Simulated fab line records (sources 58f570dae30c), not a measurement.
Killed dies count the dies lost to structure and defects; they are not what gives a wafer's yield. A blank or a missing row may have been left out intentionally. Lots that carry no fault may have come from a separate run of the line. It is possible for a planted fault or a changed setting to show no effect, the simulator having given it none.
Shared-tool check -- flow berkeley_cmos170 -- Sampled: 14 lots, 42 wafers

## WHY THIS WAS OPENED
UCB170_PVT_TW_MEAS_09, reading PVT_TW: flagged on 2 of 14 lots. Wafers without a fault read 510.7, standard deviation 2.7.
Rule: a lot gets a flag if all its wafers with a number sit over 4 standard deviations from that mean, or if no wafer of it has a number. The rest of the lots are taken to be sound.

lot,measured,on,"PVT_TW, wafer by wafer",flag
L555,day 6 01:26,film_metro-01,506.1 508.6 506.1,
L554,day 6 01:42,film_metro-01,509.8 508.4 509.0,
L556,day 6 06:31,film_metro-03,509.9 513.7 510.8,
L557,day 6 06:41,film_metro-01,511.3 511.2 505.8,
L560,day 7 04:25,film_metro-03,508.6 510.0 508.5,
L559,day 7 08:31,film_metro-01,513.0 510.0 508.0,
L565,day 7 23:36,film_metro-03,510.9 511.9 510.9,
L569,day 8 17:14,film_metro-03,515.2 517.0 515.1,
L566,day 8 17:46,film_metro-04,450.2 452.4 451.8,FLAGGED
L571,day 9 04:35,film_metro-04,450.7 451.6 449.4,FLAGGED
L572,day 9 13:42,film_metro-01,510.2 505.5 510.9,
L574,day 9 13:50,film_metro-03,514.6 512.5 511.9,
L575,day 10 03:37,film_metro-03,510.8 511.3 512.6,
L577,day 10 08:11,film_metro-03,515.3 511.0 511.0,
On average the flagged lots' numbers are 451.0, which is -59.7 against the usual, or -22 standard deviations.

## LOT BY LOT: THE TOOL USED
The record keeps 1 process step preceding the reading, out of 331 steps on the route. Cell contents, in order: the tool; ch with the chambers the sampled wafers went through; the start.
lot,flag,UCB170_PVT_IMPLANT_07
L555,,"implanter-03 ch 0, day 6 01:11"
L554,,"implanter-04 ch 0, day 6 01:28"
L556,,"implanter-03 ch 0, day 6 06:16"
L557,,"implanter-01 ch 0, day 6 06:27"
L560,,"implanter-04 ch 0, day 7 04:13"
L559,,"implanter-01 ch 0, day 7 08:12"
L565,,"implanter-03 ch 0, day 7 23:21"
L569,,"implanter-03 ch 0, day 8 17:01"
L566,FLAGGED,"implanter-01 ch 0, day 8 17:33"
L571,FLAGGED,"implanter-01 ch 0, day 9 04:22"
L572,,"implanter-04 ch 0, day 9 13:27"
L574,,"implanter-03 ch 0, day 9 13:38"
L575,,"implanter-04 ch 0, day 10 03:23"
L577,,"implanter-04 ch 0, day 10 07:56"
These steps, and what they do:
- UCB170_PVT_IMPLANT_07
- UCB170_PVT_TW_MEAS_09

## FLAGGED AGAINST TOTAL, ONE TOOL AT A TIME (gauges that did the reading follow at the end)
step,tool,lots run,flagged,share of the flagged lots,sound lots run after its first flagged lot
UCB170_PVT_IMPLANT_07,implanter-01,4,2,all,0
UCB170_PVT_IMPLANT_07,implanter-03,5,0,none,-
UCB170_PVT_IMPLANT_07,implanter-04,5,0,none,-
UCB170_PVT_TW_MEAS_09,film_metro-01,5,0,none,-
UCB170_PVT_TW_MEAS_09,film_metro-03,7,0,none,-
UCB170_PVT_TW_MEAS_09,film_metro-04,2,2,all,0

## WHAT THE TABLE PERMITS
Table rows that saw every flagged lot: 2, namely implanter-01 at UCB170_PVT_IMPLANT_07 and film_metro-04 at UCB170_PVT_TW_MEAS_09.
- implanter-01 at UCB170_PVT_IMPLANT_07 ran 4 lots, 2 of them flagged. It ran its last sound lot, L559, at day 7 08:12 and its first flagged lot, L566, at day 8 17:33: a fault with its onset between the two fits. Its own readings lie more than 4 standard deviations out on every wafer of the flagged lots: dose_ions_cm2, faraday_current_uA.
- film_metro-04 at UCB170_PVT_TW_MEAS_09 ran 2 lots, 2 of them flagged. With no sound lot run before its first flagged lot in this sample, there is nothing to narrow down the start.
Counting lots can't tell these 2 tools apart, because each fits a fault that began at some hour. More lots, or a look at what each step does to the wafer, might.

## WHAT WAS PUT IN BY THE SIMULATOR
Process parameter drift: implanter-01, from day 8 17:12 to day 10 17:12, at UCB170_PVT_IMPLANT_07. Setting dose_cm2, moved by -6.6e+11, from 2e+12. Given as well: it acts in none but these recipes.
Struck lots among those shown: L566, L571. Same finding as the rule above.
